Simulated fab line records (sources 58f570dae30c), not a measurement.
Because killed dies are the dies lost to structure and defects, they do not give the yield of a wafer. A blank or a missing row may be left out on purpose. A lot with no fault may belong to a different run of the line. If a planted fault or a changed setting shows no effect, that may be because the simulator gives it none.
fab line records	flow berkeleyCmos170
[record] lots = 14	wafers = 42	lastDay = 13
route steps=331 shown ACTIVE@76 PVT@118 GATE@131
lots that met no fault: taken from a fault-free run of the same line
startH: the number of hours between the record's first day and the start of the first shown wafer of the lot	waitH: hours from the lot's prior step to this one	" same as the row above	L1.1+2: several wafers, shown together as one row	- no value, or no start was given	* or withheld: withheld	< > ~ a bound
route shown NAME@n: names a module that has steps shown in the file, with the first one's number in the route	usual: the fault-free wafers' mean and standard deviation	same: alike in all rows	chamber/n: place in a boat	sites: readings site by site	_std_site: standard deviation of those values	_edge_site: inner sites' mean taken away from outer sites' mean	radiusMm: for every site, how far away it sits from the centre of the wafer	mask NAME#n: copy n	behind: tool/chamber where the wafer was last shaped	hold: cause of the lot's hold/its duration in hours/its outcome	device: whichever transistor did not switch (one of n, p or np)	end of line: the same wafers' tests at the end of the route	a step given without rows: its recipe and nothing more	killed: the dies lost at the first sort to structure and to defects; this is not the yield of the wafer	map: a wafer's dies, x killed, . not, _ none there
set.NAME: setting as actually run; set.NAME@STEP: the setting as run at that earlier step	model.NAME: the simulator's own value behind a step, which no gauge read
one table for each step of the route and one row for each wafer, over a sample of lots
services: a tool's chamber out of use, with start hour (startH, from the record's first day; less than 0 if before it), hours out, and reason
[[steps]]
[step UCB170_ACTIVE_STRIP_16]
[recipe] chemistry = O2	powerW = 400	pressureMtorr = 3500	platenTempC = withheld	o2FlowSccm = 400	overashFraction = 0.5
[usual] drypumpMotorCurrentA = 5.9/0.34	oesProductAu = 0.721/0.0047	stripTimeToEndpointS = 18.08/0.074
lot.wafer	tool	chamber	startH	waitH	drypumpMotorCurrentA	oesProductAu	rfHoursCounterH	stripTimeToEndpointS
L152.3	plasmaAsher-01	0	99.21	0.1	6.5	0.724	-	18.13
L152.5	"	1	"	"	6.0	0.719	-	17.98
L152.6	"	0	"	"	6.5	0.715	-	18.03
L154.2	plasmaAsher-03	0	99.23	0.1	5.9	0.729	33	18.19
L154.4	"	1	"	"	5.7	0.723	-	18.09
L154.5	"	1	"	"	5.7	0.719	-	18.16
L158.2	plasmaAsher-04	0	128.25	0.1	6.1	0.729	41	18.06
L158.3	"	1	"	"	5.3	0.725	-	18.13
L158.4	"	0	"	"	6.1	0.720	-	18.02
L162.2	plasmaAsher-04	0	134.52	0.1	6.2	0.728	42	18.15
L162.3	"	1	"	"	5.4	0.722	-	18.12
L162.4	"	0	"	"	6.1	0.716	-	18.19
L165.1	plasmaAsher-01	1	157.11	0.1	6.0	0.724	45	18.10
L165.3	"	0	"	"	6.5	0.721	-	18.11
L165.4	"	1	"	"	6.0	0.729	-	17.97
L164.3	plasmaAsher-04	0	157.19	0.1	6.1	0.724	-	18.11
L164.5	"	0	"	"	6.1	0.732	-	17.95
L164.6	"	1	"	"	5.4	0.721	-	17.97
L166.1	plasmaAsher-03	0	168.87	0.1	5.9	0.713	5	18.20
L166.5	"	1	"	"	5.8	0.712	-	18.10
L166.6	"	0	"	"	5.9	0.722	-	18.01
L167.1	plasmaAsher-03	0	177.02	0.1	6.0	0.712	7	17.97
L167.2	"	1	"	"	5.8	0.723	7	18.18
L167.5	"	1	"	"	5.7	0.713	-	18.02
L168.1	plasmaAsher-01	0	180.90	0.1	6.5	0.717	48	18.00
L168.3	"	1	"	"	6.0	0.729	-	17.93
L168.5	"	1	"	"	6.1	0.719	-	17.97
L171.3	plasmaAsher-04	0	189.67	0.1	6.1	0.723	-	18.05
L171.4	"	1	"	"	5.4	0.715	-	18.09
L171.6	"	1	"	"	5.4	0.718	-	17.95
L170.2	plasmaAsher-04	1	189.91	0.1	5.3	0.722	48	18.18
L170.3	"	0	"	"	6.1	0.726	-	18.06
L170.6	"	0	"	"	6.1	0.718	-	18.11
L173.1	plasmaAsher-03	1	197.18	0.1	5.7	0.715	9	18.06
L173.4	"	1	"	"	5.8	0.717	-	18.02
L173.6	"	1	"	"	5.8	0.723	-	17.99
L172.1	plasmaAsher-04	0	197.46	0.1	6.1	0.717	49	18.16
L172.2	"	1	"	"	5.3	0.719	49	18.06
L172.5	"	1	"	"	5.3	0.730	-	18.16
L174.1	plasmaAsher-03	0	212.84	0.1	5.9	0.723	10	18.02
L174.2	"	1	"	"	5.8	0.721	10	18.23
L174.4	"	1	"	"	5.7	0.720	-	17.97
[step UCB170_PVT_EXPOSE_03]
[recipe] maskId = NWELL	targetCdNm = 3000	na = 0.5	sigmaOuter = 0.6	sourceShape = conventional	doseMj = 30
[usual] exposureDoseMJCm2 = 29.996/0.029	focusOffsetNm = 0.0/0.53
lot.wafer	tool	chamber	startH	waitH	mask	exposureDoseMJCm2	focusOffsetNm
L154.2	krfScanner-01	0	138.00	0.2	NWELL#0	29.980	0.0
L154.4	"	0	"	"	NWELL#0	30.026	0.3
L154.5	"	0	"	"	NWELL#0	30.004	-0.1
L152.3	krfScanner-01	0	138.58	0.6	NWELL#0	29.984	-0.1
L152.5	"	0	"	"	NWELL#0	29.962	-1.0
L152.6	"	0	"	"	NWELL#0	29.975	-1.4
L158.2	krfScanner-02	-	165.65	0.1	NWELL#0	-	-
L158.3	"	-	"	"	NWELL#0	-	-
L158.4	"	-	"	"	NWELL#0	-	-
L162.2	krfScanner-01	-	172.59	0.2	NWELL#0	-	-
L162.3	"	-	"	"	NWELL#0	-	-
L162.4	"	-	"	"	NWELL#0	-	-
L165.1	krfScanner-02	0	201.59	0.2	NWELL#0	29.969	-0.1
L165.3	"	0	"	"	NWELL#0	30.025	0.2
L165.4	"	0	"	"	NWELL#0	29.960	-0.3
L164.3	krfScanner-01	0	201.88	0.4	NWELL#0	29.983	-0.3
L164.5	"	0	"	"	NWELL#0	29.999	0.3
L164.6	"	0	"	"	NWELL#0	29.982	0.5
L166.1	krfScanner-02	0	206.19	0.2	NWELL#0	29.978	0.1
L166.5	"	0	"	"	NWELL#0	29.943	0.5
L166.6	"	0	"	"	NWELL#0	29.961	0.5
L167.1	krfScanner-02	0	215.81	0.3	NWELL#0	30.030	0.0
L167.2	"	0	"	"	NWELL#0	30.000	0.1
L167.5	"	0	"	"	NWELL#0	30.028	0.3
L168.1	krfScanner-02	0	216.21	0.1	NWELL#0	29.986	-0.4
L168.3	"	0	"	"	NWELL#0	30.018	0.2
L168.5	"	0	"	"	NWELL#0	29.989	-0.3
L170.2	krfScanner-02	0	227.84	0.2	NWELL#0	30.063	-1.1
L170.3	"	0	"	"	NWELL#0	30.056	-0.3
L170.6	"	0	"	"	NWELL#0	30.063	-0.9
L171.3	krfScanner-02	0	228.03	0.1	NWELL#0	30.009	-0.1
L171.4	"	0	"	"	NWELL#0	30.009	-0.3
L171.6	"	0	"	"	NWELL#0	29.957	1.2
L172.1	krfScanner-02	0	235.24	0.2	NWELL#0	30.010	0.3
L172.2	"	0	"	"	NWELL#0	29.976	0.0
L172.5	"	0	"	"	NWELL#0	30.042	1.0
L173.1	krfScanner-01	0	235.48	0.2	NWELL#0	29.962	0.1
L173.4	"	0	"	"	NWELL#0	30.028	-0.3
L173.6	"	0	"	"	NWELL#0	30.010	0.3
L174.1	krfScanner-01	0	253.95	0.3	NWELL#0	29.968	-0.7
L174.2	"	0	"	"	NWELL#0	29.975	-0.2
L174.4	"	0	"	"	NWELL#0	29.964	-1.0
[step UCB170_PVT_OVL_MEAS_06]
[usual] PVT_OVL = 0/5.3
lot.wafer	tool	chamber	startH	waitH	PVT_OVL[nm]
L154.2	overlay-02	-	138.92	-	6
L154.4	"	-	"	"	2
L154.5	"	-	"	"	-4
L152.3	overlay-02	-	139.20	-	5
L152.5	"	-	"	"	1
L152.6	"	-	"	"	-1
L158.2	overlay-01	-	166.03	-	-
L158.3	"	-	"	"	-
L158.4	"	-	"	"	-
L162.2	overlay-02	-	173.62	-	-
L162.3	"	-	"	"	-
L162.4	"	-	"	"	-
L165.1	overlay-02	-	202.19	-	-5
L165.3	"	-	"	"	0
L165.4	"	-	"	"	-3
L164.3	overlay-01	-	202.48	-	3
L164.5	"	-	"	"	2
L164.6	"	-	"	"	7
L166.1	overlay-01	-	207.00	-	2
L166.5	"	-	"	"	1
L166.6	"	-	"	"	9
L167.1	overlay-01	-	216.88	-	-1
L167.2	"	-	"	"	5
L167.5	"	-	"	"	0
L168.1	overlay-02	-	217.21	-	6
L168.3	"	-	"	"	0
L168.5	"	-	"	"	5
L170.2	overlay-02	-	228.88	-	1
L170.3	"	-	"	"	1
L170.6	"	-	"	"	-3
L171.3	overlay-01	-	229.16	-	-14
L171.4	"	-	"	"	-6
L171.6	"	-	"	"	6
L172.1	overlay-01	-	235.63	-	2
L172.2	"	-	"	"	-2
L172.5	"	-	"	"	2
L173.1	overlay-01	-	235.87	-	-16
L173.4	"	-	"	"	-1
L173.6	"	-	"	"	-4
L174.1	overlay-02	-	254.54	-	-9
L174.2	"	-	"	"	8
L174.4	"	-	"	"	1
[step UCB170_GATE_THK_MEAS_05]
[recipe] reads = poly-Si_of_GATE_CVD_04
[usual] GATE_POLY_THK = 214.8/2.6
lot.wafer	tool	chamber	startH	waitH	GATE_POLY_THK[nm]
L154.2	filmMetro-01	-	151.68	0.0	213.0
L154.4	"	-	"	"	212.7
L154.5	"	-	"	"	212.3
L152.3	filmMetro-02	-	151.69	0.0	212.3
L152.5	"	-	"	"	212.3
L152.6	"	-	"	"	212.2
L158.2	filmMetro-01	-	180.37	0.0	215.0
L158.3	"	-	"	"	213.4
L158.4	"	-	"	"	215.1
L162.2	filmMetro-02	-	184.45	0.0	217.2
L162.3	"	-	"	"	217.5
L162.4	"	-	"	"	217.7
L165.1	filmMetro-01	-	215.29	0.0	213.4
L165.3	"	-	"	"	215.2
L165.4	"	-	"	"	214.0
L164.3	filmMetro-03	-	215.31	0.0	214.2
L164.5	"	-	"	"	213.2
L164.6	"	-	"	"	211.8
L166.1	filmMetro-02	-	219.16	0.0	215.5
L166.5	"	-	"	"	215.0
L166.6	"	-	"	"	214.4
L167.1	filmMetro-01	-	229.93	0.0	217.9
L167.2	"	-	"	"	216.8
L167.5	"	-	"	"	219.0
L168.1	filmMetro-03	-	229.93	0.0	221.7
L168.3	"	-	"	"	220.3
L168.5	"	-	"	"	220.1
L170.2	filmMetro-01	-	244.70	0.0	214.9
L170.3	"	-	"	"	213.1
L170.6	"	-	"	"	213.2
L171.3	filmMetro-01	-	244.77	0.1	214.3
L171.4	"	-	"	"	214.1
L171.6	"	-	"	"	214.2
L172.1	filmMetro-02	-	247.84	0.0	214.2
L172.2	"	-	"	"	216.5
L172.5	"	-	"	"	214.1
L173.1	filmMetro-03	-	247.84	0.0	210.1
L173.4	"	-	"	"	211.7
L173.6	"	-	"	"	210.8
L174.1	filmMetro-02	-	270.70	0.0	213.4
L174.2	"	-	"	"	213.6
L174.4	"	-	"	"	214.4
[[services]]
tool	chamber	startH	hours	kind
krfScanner-01	-	78.20	22.5	repair
plasmaAsher-04	-	87.58	1.3	repair
krfScanner-01	-	100.87	1.4	repair
krfScanner-01	0	103.18	-	calibration
plasmaAsher-03	-	108.75	9.0	pm
plasmaAsher-03	0	108.75	9.0	ventCycle
plasmaAsher-03	1	108.75	9.0	ventCycle
plasmaAsher-03	0	117.75	-	clean
plasmaAsher-03	1	117.75	-	clean
krfScanner-02	-	124.68	1.3	pm
krfScanner-02	-	125.98	1.0	pm
krfScanner-02	0	129.51	-	calibration
plasmaAsher-03	-	140.71	2.9	repair
krfScanner-02	-	151.22	0.6	repair
plasmaAsher-03	-	156.29	0.7	repair
krfScanner-01	-	157.59	0.6	repair
krfScanner-01	-	167.51	1.3	pm
krfScanner-02	-	170.22	0.8	pm
krfScanner-01	-	214.98	0.8	pm
krfScanner-01	-	222.12	1.0	pm
krfScanner-01	-	232.82	0.8	repair
krfScanner-01	-	252.97	-	calibration
[[key]]
[firstSign] step = UCB170_PVT_EXPOSE_03	reading = toolRecord	direction = missing
effect none on later readings
metAt UCB170_PVT_EXPOSE_03
struckLots L158,L162
sortLeftOut L158.2,L158.3,L158.4,L162.2,L162.3,L162.4
testerLeftOut L158,L162
notActingAt UCB170_ACTIVE_STRIP_16,UCB170_PVT_OVL_MEAS_06,UCB170_GATE_THK_MEAS_05
onsetBetween 138.58 165.65
[fault] kind = skippedStepWhole	tool = krfScanner-01,krfScanner-02	chamber = -	onsetH = 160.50	steps = UCB170_PVT_EXPOSE_03	scope = struckLotsOnly
// testerLeftOut: of these lots the tester's yield and bins aren't shown, on N5 and GAA mostly nor the transistor test; their killed dies are dies lost to structure and defects alone, not to doping, threshold or leakage, so they don't give the yield
// sortLeftOut: the simulated sort isn't trusted on such a fault, so these wafers' sort isn't shown, and their yield isn't known
